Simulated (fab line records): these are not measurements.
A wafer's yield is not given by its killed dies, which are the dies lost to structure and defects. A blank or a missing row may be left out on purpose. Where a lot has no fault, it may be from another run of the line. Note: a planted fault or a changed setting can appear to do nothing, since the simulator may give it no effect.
A struck lot beside a sound one || flow rit_cmos || 22 steps out of a route of 202
Sound: these wafers, L537.1, L537.4, L537.6. The struck wafers were L540.1, L540.2, L540.3. The cause is named last.
Each step with rows lists, per side, the tool, then ch with its chambers, then its first start. Under that, the readings that differ: sound wafers || struck wafers || difference of the means || sigmas: that difference in standard deviations of wafers without a fault.
alike: words and numbers the same on both sides, and readings whose means are apart by under 2 such deviations; not compared: readings that were withheld, readings missing a value for some wafer, numbers with overlapping values and no deviation given by the record, and bounds like >300 which may hide the same value.
A row with sigmas, a row that says differs or no value, or rows on one side alone: a step with any of these is where the two part. Non-overlapping numbers with no deviation appear without sigmas and do not part them. A reading that every wafer of one side lacks parts them only if that side has two wafers or more.

first, 2 steps without rows for these wafers: RIT_NSD_HARDBAKE_07 (time 60 s); RIT_NSD_IMPLANT_08.
RIT_NSD_STRIP_09: strips in O2, time 180 s.
  sound on plasma_asher-01 ch 0,1, day 5 03:44; struck on plasma_asher-01 ch 0,1, day 5 17:59
{"reading": "o2_flow_sccm (sccm)", "sound": "3955 3984 3971", "struck": "4016 4002 4013", "difference": "+40", "sigmas": "+3"}
  alike: drypump_motor_current_A
  not compared: rf_hours_counter_h
RIT_NSD_TW_MEAS_10:
  sound: film_metro-01 at day 5 03:55; struck: film_metro-02 at day 5 18:10
{"reading": "NSD_TW", "sound": "3112 3112 3113", "struck": "3155 3150 3153", "difference": "+40", "sigmas": "+2"}
then, 6 steps without rows for these wafers: RIT_PSD_HMDS_00 (prime time 60 s); RIT_PSD_COAT_01 (resist thk 1000 nm); RIT_PSD_SOFTBAKE_02 (time 60 s); RIT_PSD_EXPOSE_03 (exposes mask M10, target cd 40900 nm); RIT_PSD_PEB_04; RIT_PSD_DEVELOP_05 (develop time 48.93 s).
RIT_PSD_OVL_MEAS_06:
  sound: overlay-02 at day 5 04:49; struck: overlay-01 at day 5 19:04
  alike: PSD_OVL
then, 1 step without rows for these wafers: RIT_PSD_HARDBAKE_07 (time 60 s).
RIT_PSD_IMPLANT_08:
  sound on implanter-01 ch 0, day 5 05:01; struck on implanter-04 ch 0, day 5 19:15
{"reading": "beam_on_s (s)", "sound": "13.6 13.3 13.1", "struck": "21.3 20.7 20.8", "difference": "+7.6", "sigmas": "+9"}
{"reading": "dose_ions_cm2", "sound": "4.993e+15 4.994e+15 4.991e+15", "struck": "9.256e+15 9.261e+15 9.259e+15", "difference": "+4.266e+15", "sigmas": "+99 or more"}
RIT_PSD_STRIP_09: strips in O2, time 180 s.
  sound on plasma_asher-03 ch 0,1, day 5 05:10; struck on plasma_asher-01 ch 0,1, day 5 19:24
  alike: drypump_motor_current_A, o2_flow_sccm
  not compared: rf_hours_counter_h
RIT_PSD_TW_MEAS_10:
  sound: film_metro-01 at day 5 05:20; struck: film_metro-01 at day 5 19:35
{"reading": "PSD_TW", "sound": "3418 3430 3427", "struck": "3589 3566 3551", "difference": "+144", "sigmas": "+8"}
then, 3 steps without rows for these wafers: RIT_SDANNEAL_CLEAN_00 (cleans in SC1, time 600 s); RIT_SDANNEAL_CLEAN_01 (cleans in dHF, time 30 s); RIT_SDANNEAL_CLEAN_02 (cleans in SC2, time 600 s).
RIT_SDANNEAL_RTA_03: time 5 s.
  sound on rtp_anneal-01 ch 0, day 5 05:46; struck on rtp_anneal-02 ch 0, day 5 20:01
  alike: ramp_up_c_per_s, wafer_temp_C_max
RIT_SDANNEAL_RS_MEAS_04: uses a four-point probe to measure.
  sound: film_metro-02 at day 5 05:49; struck: film_metro-02 at day 5 20:04
{"reading": "PSD_RS (ohm/sq)", "sound": "116.2 115.9 116.4", "struck": "108.8 108.4 108.8", "difference": -7.5, "sigmas": -25}
RIT_SDANNEAL_RS_MEAS_05: uses a four-point probe to measure.
  sound: film_metro-02 at day 5 05:56; struck: film_metro-02 at day 5 20:11
  alike: NSD_RS
RIT_M1_PROBE_99:
  rows exist in the record for the struck wafers here (prober-01, day 6 03:21), but not for the sound ones

## WHERE THEY PART
At RIT_NSD_STRIP_09 first; at RIT_M1_PROBE_99 last (within this record only).

WHY: what had been put in by the simulator
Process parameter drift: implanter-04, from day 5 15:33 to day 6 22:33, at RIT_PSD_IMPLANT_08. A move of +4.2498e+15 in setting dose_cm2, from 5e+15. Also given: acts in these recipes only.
